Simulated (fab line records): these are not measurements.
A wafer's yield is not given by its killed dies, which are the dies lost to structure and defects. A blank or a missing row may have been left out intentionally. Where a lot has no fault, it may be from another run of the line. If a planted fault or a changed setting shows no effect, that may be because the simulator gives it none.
Problem report in the 8D (eight disciplines) form, filled by code    flow rit cmos    the parts of the form that need people (team, actions taken, sign-off) are left out

1. WHAT IS WRONG
Wafers free of any fault read 346 nm (standard deviation 6.1) for FOX1_OXIDE_THK at RIT_FOX1_THK_MEAS_01, against a mean of 396 nm on 9 wafers of 3 lots. That is +8.3 standard deviations from the usual mean.
Seen first at day 4 08:20 on film metro-03, wafer L877.2. At this step, 45 wafers from 15 lots have a number in the record. Rule for "out" (also "out of limits"): further than 4 standard deviations from the usual mean. All remaining wafers that have a number are taken as sound.

2. WHAT THIS IS AND IS NOT
question                     is                            is not
which readings at this step  FOX1_OXIDE_THK                -
which lots                   L877, L878, L879              L866, L868, L869, L870, L871, L872, L873, L874, L876, L881, L886, L888
which wafers of those lots   all that have a number        -
read on which gauges         film metro-03, film metro-04  film metro-02
when                         from day 4 08:20              up to then (27 sound wafers); but 9 sound wafers of L881, L886, L888 came after

3. WHAT RULES OUT EACH SUSPECT
Counting: a tool at a process step up to the reading stays a suspect if it ran every lot that is out and no sound lot after the first of them.
- the gauge at RIT_FOX1_THK_MEAS_01 is ruled out. The wafers that are out were read on 2 gauges (film metro-03, film metro-04).
- furnace-03 at RIT_FOX1_OXIDATION_00 (target thk 350.7 nm, ox time 1130 s): kept. Every lot that is out went through it, starting with L877 (day 4 07:00), and after that it ran no sound lot; the last sound lot it ran before then is L872 (day 3 10:19). On those wafers its own readings are out: spike tc centre C, spike tc load C, spike tc source C, tube center temp C, tube_center_temp_C_max.
Left after counting: furnace-03 at RIT_FOX1_OXIDATION_00.

4. THE CAUSE (what the simulator had put in)
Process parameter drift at RIT_FOX1_OXIDATION_00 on furnace-03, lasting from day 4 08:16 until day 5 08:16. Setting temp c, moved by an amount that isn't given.
Counting left only this tool.

5. THE CHAIN OF EFFECTS, in route order
One row per reading whose mean, taken over the struck wafers that have a number, lies over 3 standard deviations from the usual. Readings are gone through only where the record gives a usual standard deviation; hours: the median, over the lots, of the time from a lot's start at the first step in this table giving one to that lot's start at this step; sigmas: the change measured in usual standard deviations.
hours  step                   reading                 usual     on struck wafers  change  sigmas
0      RIT_FOX1_OXIDATION_00  spike tc centre C       1103.3 C  1139.9            +36.6   +17
0      RIT_FOX1_OXIDATION_00  spike tc load C         1129.7 C  1166.8            +37.1   +18
0      RIT_FOX1_OXIDATION_00  spike tc source C       1127.3 C  1161.3            +34.0   +16
0      RIT_FOX1_OXIDATION_00  tube center temp C      1100 C    1135              +35     +99 or more
0      RIT_FOX1_OXIDATION_00  tube_center_temp_C_max  1102.8    1137.6            +34.8   +81
1      RIT_FOX1_THK_MEAS_01   FOX1_OXIDE_THK          346 nm    396               +50     +8.3
Process steps it contains:
- RIT_FOX1_OXIDATION_00: target thk 350.7 nm, ox time 1130 s.
Later steps that measure or inspect, where all struck wafers having a row at the step show a number for every such reading and not one has moved that far: RIT_FOX2_THK_MEAS_90, RIT_M1_CD_MEAS_90.

6. HOW IT WOULD HAVE BEEN CAUGHT EARLIER
0 hours passed between the start of the fault at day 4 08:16 and the first reading out of limits at a measuring or inspecting step in this record, taken at day 4 08:20.
Tool's own readings at RIT_FOX1_OXIDATION_00, spike tc centre C, spike tc load C, spike tc source C, tube center temp C, tube_center_temp_C_max: out on all struck wafers the step has rows for; an alarm limit on them would have tripped on the first.
Lots out: 3; of these, L878, L879 started RIT_FOX1_OXIDATION_00 on furnace-03 after day 4 08:20. A hold on the tool at that time would have spared those 2.
